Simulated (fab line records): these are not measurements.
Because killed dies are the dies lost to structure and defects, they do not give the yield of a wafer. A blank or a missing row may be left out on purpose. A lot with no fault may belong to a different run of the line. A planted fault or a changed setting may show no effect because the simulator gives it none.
Split-lot trial :: flow rit cmos :: 23 wafers read from 5 lots, route of 202 steps

SPLIT DETAILS
At RIT_NSD_IMPLANT_08, the setting energy kev was moved away from the recipe's 25 on 11 of the 23 wafers read, by +1.6% to +4.7%. For the rest of the wafers, this setting stayed at what the recipe calls for.

FROM SPLIT TO READING: 1 step shown by the file between the two
- RIT_NSD_STRIP_09: strips in O2, time 180 s

THE READING
NSD_TW, at RIT_NSD_TW_MEAS_10. On this fab line, fault-free wafers typically give 3060 with a standard deviation of 11.

wafer: L074.2
tool, chamber at the split: implanter-01, 0
energy kev as run: 25.42
against the recipe: +1.7%
NSD_TW: 3059
against lot-mates on the recipe: +4

wafer: L074.3
tool, chamber at the split: implanter-01, 0
energy kev as run: 25.42
against the recipe: +1.7%
NSD_TW: 3072
against lot-mates on the recipe: +18

wafer: L074.4
tool, chamber at the split: implanter-01, 0
energy kev as run: 25.42
against the recipe: +1.7%
NSD_TW: 3068
against lot-mates on the recipe: +14

wafer: L074.5
tool, chamber at the split: implanter-01, 0
energy kev as run: 25
against the recipe: recipe
NSD_TW: 3056
against lot-mates on the recipe: -

wafer: L074.6
tool, chamber at the split: implanter-01, 0
energy kev as run: 25
against the recipe: recipe
NSD_TW: 3053
against lot-mates on the recipe: -

wafer: L079.1
tool, chamber at the split: implanter-01, 0
energy kev as run: 26.17
against the recipe: +4.7%
NSD_TW: 3104
against lot-mates on the recipe: +26

wafer: L079.2
tool, chamber at the split: implanter-01, 0
energy kev as run: 26.17
against the recipe: +4.7%
NSD_TW: 3114
against lot-mates on the recipe: +36

wafer: L079.3
tool, chamber at the split: implanter-01, 0
energy kev as run: 25
against the recipe: recipe
NSD_TW: 3078
against lot-mates on the recipe: -

wafer: L079.4
tool, chamber at the split: implanter-01, 0
energy kev as run: 25
against the recipe: recipe
NSD_TW: 3078
against lot-mates on the recipe: -

wafer: L079.6
tool, chamber at the split: implanter-01, 0
energy kev as run: 26.17
against the recipe: +4.7%
NSD_TW: 3096
against lot-mates on the recipe: +18

wafer: L081.1
tool, chamber at the split: implanter-04, 0
energy kev as run: 25
against the recipe: recipe
NSD_TW: 3044
against lot-mates on the recipe: -

wafer: L081.2
tool, chamber at the split: implanter-04, 0
energy kev as run: 25.39
against the recipe: +1.6%
NSD_TW: 3064
against lot-mates on the recipe: +22

wafer: L081.3
tool, chamber at the split: implanter-04, 0
energy kev as run: 25.39
against the recipe: +1.6%
NSD_TW: 3057
against lot-mates on the recipe: +16

wafer: L081.4
tool, chamber at the split: implanter-04, 0
energy kev as run: 25
against the recipe: recipe
NSD_TW: 3039
against lot-mates on the recipe: -

wafer: L081.5
tool, chamber at the split: implanter-04, 0
energy kev as run: 25.39
against the recipe: +1.6%
NSD_TW: 3061
against lot-mates on the recipe: +20

wafer: L082.2
tool, chamber at the split: implanter-04, 0
energy kev as run: 25
against the recipe: recipe
NSD_TW: 3053
against lot-mates on the recipe: -

wafer: L082.3
tool, chamber at the split: implanter-04, 0
energy kev as run: 25
against the recipe: recipe
NSD_TW: 3056
against lot-mates on the recipe: -

wafer: L082.4
tool, chamber at the split: implanter-04, 0
energy kev as run: 25
against the recipe: recipe
NSD_TW: 3063
against lot-mates on the recipe: -

wafer: L084.1
tool, chamber at the split: implanter-02, 0
energy kev as run: 25
against the recipe: recipe
NSD_TW: 3070
against lot-mates on the recipe: -

wafer: L084.2
tool, chamber at the split: implanter-02, 0
energy kev as run: 25.53
against the recipe: +2.1%
NSD_TW: 3076
against lot-mates on the recipe: +6

wafer: L084.4
tool, chamber at the split: implanter-02, 0
energy kev as run: 25
against the recipe: recipe
NSD_TW: 3071
against lot-mates on the recipe: -

wafer: L084.5
tool, chamber at the split: implanter-02, 0
energy kev as run: 25.53
against the recipe: +2.1%
NSD_TW: 3081
against lot-mates on the recipe: +11

wafer: L084.6
tool, chamber at the split: implanter-02, 0
energy kev as run: 25
against the recipe: recipe
NSD_TW: 3068
against lot-mates on the recipe: -

THE FIT
A straight line over all 23 wafers: NSD_TW changes by +8.8 for each +1% of energy kev; r = +0.78; the points scatter about the line by 11.
The same after taking each lot's own level away (the mean of its wafers on the recipe; 23 wafers): +5.84 for each +1%; r = +0.86; scatter 5.7.
That fit puts the effect of the largest move of energy kev on the reading at 27.
From 3041.5 to 3078.0: that is the span of the lots' own levels, equal to 3.3 times the standard deviation above.
So the lot-to-lot level blurs the effect unless lot-mates are compared.
Check: +29.4 against its lot-mates is what the line predicts for one of the wafers moved furthest among these (+4.7%) when that wafer is left out of the fit. Against them it came out at +26.

THESE WAFERS: OTHER SPLITS
Before the reading, these wafers also passed through other splits. Each is held against what the fit with the lots' levels taken away leaves over:
other split on the same wafers: RIT_ACTIVE_DEVELOP_10 develop time s
wafers away from the commonest value: 8
r with NSD_TW (lot level and that fit taken away): -0.08

other split on the same wafers: RIT_ACTIVE_ETCH_13 pressure mtorr
wafers away from the commonest value: 10
r with NSD_TW (lot level and that fit taken away): +0.08

other split on the same wafers: RIT_NWELL_SOFTBAKE_02 temp c
wafers away from the commonest value: 6
r with NSD_TW (lot level and that fit taken away): +0.06

other split on the same wafers: RIT_NWELL_IMPLANT_08 dose cm2
wafers away from the commonest value: 12
r with NSD_TW (lot level and that fit taken away): +0.06

other split on the same wafers: RIT_PWELL_IMPLANT_08 tilt deg
wafers away from the commonest value: 7
r with NSD_TW (lot level and that fit taken away): -0.10

other split on the same wafers: RIT_GATE_COAT_11 resist thk nm
wafers away from the commonest value: 8
r with NSD_TW (lot level and that fit taken away): -0.24

other split on the same wafers: RIT_GATE_EXPOSE_13 dose mj
wafers away from the commonest value: 7
r with NSD_TW (lot level and that fit taken away): +0.14

other split on the same wafers: RIT_GATE_STRIP_20 o2 flow sccm
wafers away from the commonest value: 7
r with NSD_TW (lot level and that fit taken away): -0.05

other split on the same wafers: RIT_PLDD_IMPLANT_08 energy kev
wafers away from the commonest value: 4
r with NSD_TW (lot level and that fit taken away): -0.11

THE WHOLE CHAIN: every reading that the file lists as answering this split, in the file's order
step: RIT_NSD_IMPLANT_08
what it does: 
reading: implant.rp nm (the simulator's own value, which no gauge read)
change (the file's fit): +0.216 nm for each +1% of the setting
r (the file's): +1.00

step: RIT_NSD_IMPLANT_08
what it does: 
reading: implant.drp nm (the simulator's own value, which no gauge read)
change (the file's fit): +0.0888 nm for each +1% of the setting
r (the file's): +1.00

step: RIT_NSD_TW_MEAS_10
what it does: 
reading: NSD_TW
change (the file's fit): +6.09 for each +1% of the setting
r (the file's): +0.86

THE FILE'S OWN FIT
NSD_TW changes by +6.09 for each +1% of energy kev, r = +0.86.
